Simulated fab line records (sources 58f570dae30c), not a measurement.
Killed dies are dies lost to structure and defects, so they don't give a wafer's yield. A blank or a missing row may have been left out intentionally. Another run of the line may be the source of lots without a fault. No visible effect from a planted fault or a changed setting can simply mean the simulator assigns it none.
2 desks, one fault | flow berkeley cmos170 | what lay behind the numbers comes last; until then each desk has only its own

== METROLOGY DESK ==
What the gauges read, lot by lot, whatever tool the lot ran on: means of the sampled wafers that have a number. Any lot whose mean is over 4 standard deviations away from the usual mean is out of limits and marked OUT; that distance is given in the brackets.
Columns: A = M2_AL_RS at UCB170_M2_RS_MEAS_02, usual 0.03237 ohm/sq; B = M2_AL_THK at UCB170_M2_THK_MEAS_03, usual 898 nm
lot  | first seen here | A                 | B
L546 | day 8 20:35     | 0.03212           | 907
L551 | day 9 10:20     | 0.03239           | 905
L552 | day 9 10:35     | 0.03229           | 903
L550 | day 9 10:43     | 0.03252           | 902
L548 | day 9 10:52     | 0.03232           | 889
L549 | day 9 11:11     | 0.03240           | 907
L554 | day 10 06:22    | 0.03199           | 902
L556 | day 11 01:52    | 0.03230           | 899
L560 | day 11 08:59    | 0.02796 (-15) OUT | 1031 (+16) OUT
L561 | day 11 17:11    | 0.02815 (-15) OUT | 1033 (+16) OUT
L565 | day 11 19:24    | 0.03220           | 902
L566 | day 12 12:55    | 0.03190           | 909
L568 | day 13 00:48    | 0.03239           | 898
L569 | day 13 00:54    | 0.03229           | 896
Finding of this desk: L560, L561 out of limits, first seen on L560 at day 11 08:59 (M2_AL_RS at UCB170_M2_RS_MEAS_02). L546, L551, L552, L550, L548, L549, L554, L556, L565, L566, L568, L569: within limits.

== AT THE TOOL OWNER'S DESK: pvd sputter-03 ==
The tool's own readings at UCB170_M2_SPUTTER_01 (material Al, target thk 900 nm, time 120 s): means of the sampled wafers that have a number, for each lot that ran on this tool. Any lot whose mean is over 4 standard deviations away from the usual mean is out of limits and marked OUT; that distance is given in the brackets.
Columns: A = cathode dc power W at UCB170_M2_SPUTTER_01, usual 6000.0 W; B = throttle valve pct at UCB170_M2_SPUTTER_01, usual 30.3 %
lot  | first seen here | A      | B
L551 | day 9 10:16     | 6000.3 | 29.3
L548 | day 9 10:47     | 5999.6 | 30.1
L556 | day 11 01:44    | 6000.5 | 30.9
L560 | day 11 08:52    | 5999.4 | 29.4
L561 | day 11 16:49    | 5999.1 | 31.1
This desk's finding: nothing out of limits on any of the 5 lots.

== PUT TOGETHER ==
L560, L561 would have let the metrology desk raise an alarm at day 11 08:59.
The desk of the tool owner found nothing out of limits.
On record at the tool owner's desk: L560, L561, within its limits.
All the named lots went through UCB170_M2_SPUTTER_01 on pvd sputter-03.

== WHAT THE SIMULATOR HAD PUT IN ==
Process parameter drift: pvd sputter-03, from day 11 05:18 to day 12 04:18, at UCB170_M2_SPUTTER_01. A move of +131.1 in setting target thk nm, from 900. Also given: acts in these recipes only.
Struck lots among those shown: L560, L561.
Time in hours between the start of the fault and the first out-of-limits reading at each desk: metrology desk, 4.
